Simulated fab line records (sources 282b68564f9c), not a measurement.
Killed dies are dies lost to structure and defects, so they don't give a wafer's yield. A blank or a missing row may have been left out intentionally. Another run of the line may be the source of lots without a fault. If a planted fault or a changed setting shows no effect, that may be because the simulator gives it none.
A lot that was struck, set against a sound lot | flow rit-cmos | 44 out of 202 route steps
Sound: these wafers, L997.3, L997.4, L997.5. Wafers struck: L102.1, L102.3, L102.4. Last of all comes the cause.
Order at every step that has rows: each side's tool, ch and its chambers, its first start. Under that, the readings that differ: sound wafers | struck wafers | difference of the means | sigmas: that difference in standard deviations of wafers without a fault.
alike: a reading whose means differ by less than 2 such deviations, as well as words and numbers matching on both sides. not compared: withheld readings; readings where some wafer has no value; bounds like >300 that might hide an equal value; numbers whose values overlap and for which the record gives no deviation.
Wherever a step has rows on one side only, a row that says differs or no value, or a row with sigmas, the two part there. Numbers that don't overlap but have no deviation are shown without sigmas and don't part them. A reading that every wafer of one side lacks parts them only if that side has two wafers or more.

first, 1 step without rows for these wafers: RIT_PRETRO_IMPLANT_08.
RIT_PRETRO_STRIP_09: strips in O2, time 180 s.
  sound on plasma-asher-01 ch 0,1, day 2 12:51; struck on plasma-asher-03 ch 0,1, day 3 15:00
  alike: drypump-motor-current-A, rf-refl-power-W
  not compared: rf-hours-counter-h
RIT_PRETRO_TW_MEAS_10:
  struck on film-metro-04, day 3 15:10; sound on film-metro-02, day 2 12:59
  alike: PRETRO_TW
then, 5 steps without rows for these wafers: RIT_GATE_WET_ETCH_00 (etches SiO2 in BOE, target depth 56 nm, time 60 s); RIT_GATE_CLEAN_01 (cleans in SC1, time 600 s); RIT_GATE_CLEAN_02 (cleans in dHF, time 30 s); RIT_GATE_CLEAN_03 (cleans in SC2, time 600 s); RIT_GATE_CLEAN_04 (cleans in dHF, time 60 s).
RIT_FOX2_THK_MEAS_91:
  struck on film-metro-01, day 3 15:39; sound on film-metro-01, day 2 13:49
  alike: FIELD_OXIDE_LEFT_2_THK
then, 2 steps without rows for these wafers: RIT_GATE_OXIDATION_05 (target thk 3 nm, ox time 270 s); RIT_GATE_ANNEAL_06 (time 600 s).
RIT_GATE_THK_MEAS_07:
  struck on film-metro-01, day 3 20:29; sound on film-metro-03, day 2 15:40
  reading             | sound          | struck         | difference | sigmas
  GATE_OXIDE_THK (nm) | 2.98 3.06 3.02 | 3.19 3.16 3.11 | +0.13      | +2
RIT_GATE_CVD_08: deposits poly-Si from SiH4, target thk 250 nm, time 2220 s.
  sound on lpcvd-01 ch 0, day 2 15:43; struck on lpcvd-01 ch 0, day 3 21:43
  reading                                  | sound             | struck            | difference | sigmas
  model.poly-Si_of_GATE_CVD_08.thk-nm (nm) | 246.7 248.7 246.5 | 164.9 164.3 162.5 | -83.4      |
  alike: zone-power-source-pct
RIT_GATE_THK_MEAS_09:
  struck on film-metro-04, day 3 23:19; sound on film-metro-01, day 2 17:20
  reading            | sound             | struck            | difference | sigmas
  GATE_POLY_THK (nm) | 246.7 248.7 246.6 | 164.8 164.5 162.4 | -83.4      | -40
then, 6 steps without rows for these wafers: RIT_GATE_HMDS_10 (prime time 60 s); RIT_GATE_COAT_11 (resist thk 850 nm); RIT_GATE_SOFTBAKE_12 (time 60 s); RIT_GATE_EXPOSE_13 (exposes mask M6, target cd 150 nm); RIT_GATE_PEB_14; RIT_GATE_DEVELOP_15 (develop time 50 s).
RIT_GATE_CD_MEAS_16 targets a cd of 150 nm.
  struck on cd-sem-01, day 4 00:23; sound on cd-sem-02, day 2 18:16
  alike: cd-nm
RIT_GATE_OVL_MEAS_17:
  struck on overlay-01, day 4 00:31; sound on overlay-01, day 2 18:22
  alike: GATE_OVL
then, 1 step without rows for these wafers: RIT_GATE_HARDBAKE_18 (time 60 s).
RIT_GATE_ETCH_19: etches poly-Si in SF6/CHF3/O2, stops on SiO2, time 165 s, target depth 312.5 nm.
  sound on rie-si-01 ch 1,2, day 2 18:32; struck on rie-si-02 ch 0,2,3, day 4 00:41
  reading                          | sound             | struck            | difference | sigmas
  oes-product-au (a.u.)            | 0.816 0.855 0.833 | 0.639 0.652 0.646 | -0.189     | -15
  model.etch.depth-nm (nm)         | 246.7 248.7 246.5 | 164.9 164.3 162.5 | -83.4      |
  model.GATE.feature-depth-nm (nm) | 246.7 248.7 246.5 | 164.9 164.3 162.5 | -83.4      |
  alike: drypump-motor-current-A, throttle-valve-pct
  not compared: rf-hours-counter-h
RIT_GATE_STRIP_20: strips in O2, time 180 s.
  sound on plasma-asher-03 ch 0,1, day 2 18:42; struck on plasma-asher-02 ch 0,1, day 4 00:48
  alike: drypump-motor-current-A, rf-refl-power-W
  not compared: rf-hours-counter-h
RIT_GATE_CD_MEAS_90 targets a cd of 150 nm.
  struck on cd-sem-01, day 4 00:59; sound on cd-sem-01, day 2 18:52
  alike: cd-nm
then, 4 steps without rows for these wafers: RIT_REOX_CLEAN_00 (cleans in SC1, time 600 s); RIT_REOX_CLEAN_01 (cleans in dHF, time 30 s); RIT_REOX_CLEAN_02 (cleans in SC2, time 600 s); RIT_REOX_OXIDATION_03 (target thk 25.2 nm, ox time 5580 s).
RIT_REOX_THK_MEAS_04:
  struck on film-metro-04, day 4 05:38; sound on film-metro-02, day 2 22:05
  alike: REOX_OXIDE_THK
then, 6 steps without rows for these wafers: RIT_NLDD_HMDS_00 (prime time 60 s); RIT_NLDD_COAT_01 (resist thk 1000 nm); RIT_NLDD_SOFTBAKE_02 (time 60 s); RIT_NLDD_EXPOSE_03 (exposes mask M7, target cd 40700 nm); RIT_NLDD_PEB_04; RIT_NLDD_DEVELOP_05 (develop time 50 s).
RIT_NLDD_OVL_MEAS_06:
  struck on overlay-02, day 4 06:40; sound on overlay-01, day 2 22:59
  alike: NLDD_OVL
then, 2 steps without rows for these wafers: RIT_NLDD_HARDBAKE_07 (time 60 s); RIT_NLDD_IMPLANT_08.
RIT_NLDD_STRIP_09: strips in O2, time 180 s.
  sound on plasma-asher-04 ch 0,1, day 2 23:22; struck on plasma-asher-04 ch 0,1, day 4 07:00
  alike: drypump-motor-current-A, rf-refl-power-W
  not compared: rf-hours-counter-h
RIT_NLDD_TW_MEAS_10:
  struck on film-metro-02, day 4 07:10; sound on film-metro-03, day 2 23:31
  alike: NLDD_TW
RIT_SDANNEAL_CLEAN_02: cleans in SC2, time 600 s.
  sound on wet-bench-02 ch 0, day 3 06:47; struck on wet-bench-03 ch 2, day 4 14:32
  reading                                  | sound           | struck            | difference | sigmas
  model.poly-Si_of_GATE_CVD_08.thk-nm (nm) | 158.4 162 157.9 | 77.32 76.36 75.85 | -82.92     |
RIT_M1_PROBE_99:
  struck on prober-02, day 4 22:26; sound on prober-01, day 3 17:26
  alike: killed-at-contacts, killed-at-front-end, killed-dies, killed-on-rim, killed-open, killed-short

## WHERE THEY PART
Earliest at RIT_GATE_THK_MEAS_07; latest, in this record, at RIT_GATE_ETCH_19. Later steps at which nothing parts them and some readings are alike: RIT_GATE_STRIP_20, RIT_GATE_CD_MEAS_90, RIT_REOX_THK_MEAS_04, RIT_NLDD_OVL_MEAS_06, RIT_NLDD_STRIP_09, RIT_NLDD_TW_MEAS_10, RIT_M1_PROBE_99.

WHY: what had been put in by the simulator
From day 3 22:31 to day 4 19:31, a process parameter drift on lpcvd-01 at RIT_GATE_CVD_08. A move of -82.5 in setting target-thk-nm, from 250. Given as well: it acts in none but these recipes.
